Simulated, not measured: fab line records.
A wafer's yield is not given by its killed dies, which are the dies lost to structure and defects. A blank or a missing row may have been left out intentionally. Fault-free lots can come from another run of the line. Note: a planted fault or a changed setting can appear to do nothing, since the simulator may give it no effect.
The tool behind it: which one? || flow ritCmos || 42 wafers from 14 lots sampled at 3 of the route's 202 steps

WHAT THE GAUGES SHOWED, per wafer
RIT_M1_RS_MEAS_01: measurement is done with a four-point probe.
{"lot": "L960", "measured": "day 3 08:24", "on": "filmMetro-03", "M1_AL_RS (ohm/sq)": "0.0726 0.0747 0.0741"}
{"lot": "L962", "measured": "day 3 17:48", "on": "filmMetro-04", "M1_AL_RS (ohm/sq)": "0.0739 0.0738 0.0727"}
{"lot": "L963", "measured": "day 3 21:29", "on": "filmMetro-04", "M1_AL_RS (ohm/sq)": "0.0725 0.0731 0.0719"}
{"lot": "L965", "measured": "day 4 11:44", "on": "filmMetro-02", "M1_AL_RS (ohm/sq)": "0.0741 0.0736 0.0735"}
{"lot": "L966", "measured": "day 4 15:44", "on": "filmMetro-03", "M1_AL_RS (ohm/sq)": "0.0723 0.0729 0.0729"}
{"lot": "L967", "measured": "day 4 19:13", "on": "filmMetro-03", "M1_AL_RS (ohm/sq)": "0.0740 0.0731 0.0742"}
{"lot": "L969", "measured": "day 5 04:35", "on": "filmMetro-02", "M1_AL_RS (ohm/sq)": "0.0732 0.0733 0.0733"}
{"lot": "L970", "measured": "day 5 12:02", "on": "filmMetro-02", "M1_AL_RS (ohm/sq)": "0.0738 0.0739 0.0748"}
{"lot": "L971", "measured": "day 5 20:07", "on": "filmMetro-04", "M1_AL_RS (ohm/sq)": "0.0404 0.0400 0.0398"}
{"lot": "L973", "measured": "day 6 02:42", "on": "filmMetro-02", "M1_AL_RS (ohm/sq)": "0.0399 0.0402 0.0401"}
{"lot": "L974", "measured": "day 6 04:41", "on": "filmMetro-03", "M1_AL_RS (ohm/sq)": "0.0750 0.0752 0.0749"}
{"lot": "L979", "measured": "day 7 05:05", "on": "filmMetro-02", "M1_AL_RS (ohm/sq)": "0.0744 0.0740 0.0746"}
{"lot": "L981", "measured": "day 7 20:29", "on": "filmMetro-03", "M1_AL_RS (ohm/sq)": "0.0733 0.0734 0.0731"}
{"lot": "L983", "measured": "day 8 04:52", "on": "filmMetro-04", "M1_AL_RS (ohm/sq)": "0.0746 0.0740 0.0751"}

RIT_M1_THK_MEAS_02: measures by xrf.
{"lot": "L960", "measured": "day 3 08:30", "on": "filmMetro-03", "M1_AL_THK (nm)": "404 392 396"}
{"lot": "L962", "measured": "day 3 17:55", "on": "filmMetro-04", "M1_AL_THK (nm)": "403 402 405"}
{"lot": "L963", "measured": "day 3 21:37", "on": "filmMetro-04", "M1_AL_THK (nm)": "411 406 412"}
{"lot": "L965", "measured": "day 4 11:51", "on": "filmMetro-02", "M1_AL_THK (nm)": "396 396 399"}
{"lot": "L966", "measured": "day 4 15:51", "on": "filmMetro-03", "M1_AL_THK (nm)": "404 402 404"}
{"lot": "L967", "measured": "day 4 19:20", "on": "filmMetro-03", "M1_AL_THK (nm)": "400 401 397"}
{"lot": "L969", "measured": "day 5 04:41", "on": "filmMetro-02", "M1_AL_THK (nm)": "401 399 402"}
{"lot": "L970", "measured": "day 5 12:10", "on": "filmMetro-02", "M1_AL_THK (nm)": "393 396 394"}
{"lot": "L971", "measured": "day 5 20:14", "on": "filmMetro-04", "M1_AL_THK (nm)": "727 732 736"}
{"lot": "L973", "measured": "day 6 02:49", "on": "filmMetro-02", "M1_AL_THK (nm)": "726 719 723"}
{"lot": "L974", "measured": "day 6 04:48", "on": "filmMetro-03", "M1_AL_THK (nm)": "389 392 391"}
{"lot": "L979", "measured": "day 7 05:11", "on": "filmMetro-02", "M1_AL_THK (nm)": "392 394 391"}
{"lot": "L981", "measured": "day 7 20:36", "on": "filmMetro-03", "M1_AL_THK (nm)": "400 401 403"}
{"lot": "L983", "measured": "day 8 04:58", "on": "filmMetro-04", "M1_AL_THK (nm)": "396 399 393"}

TOOL THAT RAN EACH LOT (tool first, then ch and the chambers of the sampled wafers, then the start)
{"lot": "L960", "RIT_M1_SPUTTER_00": "pvdSputter-04, day 3 08:04"}
{"lot": "L962", "RIT_M1_SPUTTER_00": "pvdSputter-04, day 3 17:31"}
{"lot": "L963", "RIT_M1_SPUTTER_00": "pvdSputter-02, day 3 21:11"}
{"lot": "L965", "RIT_M1_SPUTTER_00": "pvdSputter-02, day 4 11:26"}
{"lot": "L966", "RIT_M1_SPUTTER_00": "pvdSputter-04, day 4 15:26"}
{"lot": "L967", "RIT_M1_SPUTTER_00": "pvdSputter-02, day 4 18:55"}
{"lot": "L969", "RIT_M1_SPUTTER_00": "pvdSputter-02, day 5 04:15"}
{"lot": "L970", "RIT_M1_SPUTTER_00": "pvdSputter-01, day 5 11:44"}
{"lot": "L971", "RIT_M1_SPUTTER_00": "pvdSputter-02, day 5 19:48"}
{"lot": "L973", "RIT_M1_SPUTTER_00": "pvdSputter-02, day 6 02:23"}
{"lot": "L974", "RIT_M1_SPUTTER_00": "pvdSputter-01, day 6 04:23"}
{"lot": "L979", "RIT_M1_SPUTTER_00": "pvdSputter-01, day 7 04:44"}
{"lot": "L981", "RIT_M1_SPUTTER_00": "pvdSputter-01, day 7 20:10"}
{"lot": "L983", "RIT_M1_SPUTTER_00": "pvdSputter-01, day 8 04:31"}
- RIT_M1_SPUTTER_00: material Al, target thk 400 nm, time 500 s.

WHAT THE TOOLS THEMSELVES READ (means of the sampled wafers that have a number; where no wafer has one, the mark that the record gives instead)
RIT_M1_SPUTTER_00.
{"lot": "L960", "tool": "pvdSputter-04", "substrateTempC (C)": 25.02, "throttleValvePct (%)": 31.1}
{"lot": "L962", "tool": "pvdSputter-04", "substrateTempC (C)": 25.00, "throttleValvePct (%)": 31.0}
{"lot": "L963", "tool": "pvdSputter-02", "substrateTempC (C)": 24.97, "throttleValvePct (%)": 29.1}
{"lot": "L965", "tool": "pvdSputter-02", "substrateTempC (C)": 24.97, "throttleValvePct (%)": 29.5}
{"lot": "L966", "tool": "pvdSputter-04", "substrateTempC (C)": 24.96, "throttleValvePct (%)": 31.2}
{"lot": "L967", "tool": "pvdSputter-02", "substrateTempC (C)": 24.92, "throttleValvePct (%)": 29.3}
{"lot": "L969", "tool": "pvdSputter-02", "substrateTempC (C)": 24.95, "throttleValvePct (%)": 29.1}
{"lot": "L970", "tool": "pvdSputter-01", "substrateTempC (C)": 25.00, "throttleValvePct (%)": 29.9}
{"lot": "L971", "tool": "pvdSputter-02", "substrateTempC (C)": 25.00, "throttleValvePct (%)": 29.2}
{"lot": "L973", "tool": "pvdSputter-02", "substrateTempC (C)": 25.00, "throttleValvePct (%)": 28.9}
{"lot": "L974", "tool": "pvdSputter-01", "substrateTempC (C)": 25.05, "throttleValvePct (%)": 29.8}
{"lot": "L979", "tool": "pvdSputter-01", "substrateTempC (C)": 25.04, "throttleValvePct (%)": 29.2}
{"lot": "L981", "tool": "pvdSputter-01", "substrateTempC (C)": 25.01, "throttleValvePct (%)": 30.3}
{"lot": "L983", "tool": "pvdSputter-01", "substrateTempC (C)": 24.93, "throttleValvePct (%)": 30.7}

THE ANSWER, worked out from the rows above alone
Rule: the lots themselves supply what counts as usual. Put in order of their means at a reading, lots are off if they are a third of the lots or fewer, leave a main group of 4 or more, and stand apart from it by a gap of 3 or more times the standard deviation of the main group's means; of several such gaps the widest counts. If all means in a main group match to the digits the tables above print for the reading, that group is not used. A lot without any number at a reading at which 4 lots or more have one is off too. All remaining lots with rows at the step are treated as sound. After the gauges, taken in route order, come the tools' own readings; for these a lot's mean is taken, as printed above. The first step at which some lot is off is used, and at that step the reading that is off furthest; a lot without a number counts as furthest.
Off: at RIT_M1_RS_MEAS_01 (M1_AL_RS), L971, L973. Main group: mean 0.0737 ohm/sq, sd 0.00071.
If a tool, at a process step before that reading, ran all the lots that are off and no sound lot after the first of them, it fits. Those tools and the gauges at RIT_M1_RS_MEAS_01 are tried in the same way. One candidate fits, namely pvdSputter-02 at RIT_M1_SPUTTER_00. Its last sound lot is L969 (day 5 04:15), its first lot that is off L971 (day 5 19:48): a fault that began between those two fits.

WHAT WAS PUT IN BY THE SIMULATOR
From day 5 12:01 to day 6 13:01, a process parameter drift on pvdSputter-02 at RIT_M1_SPUTTER_00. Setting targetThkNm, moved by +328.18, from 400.
Lots struck among those shown: L971, L973. The same result came from the rule above.
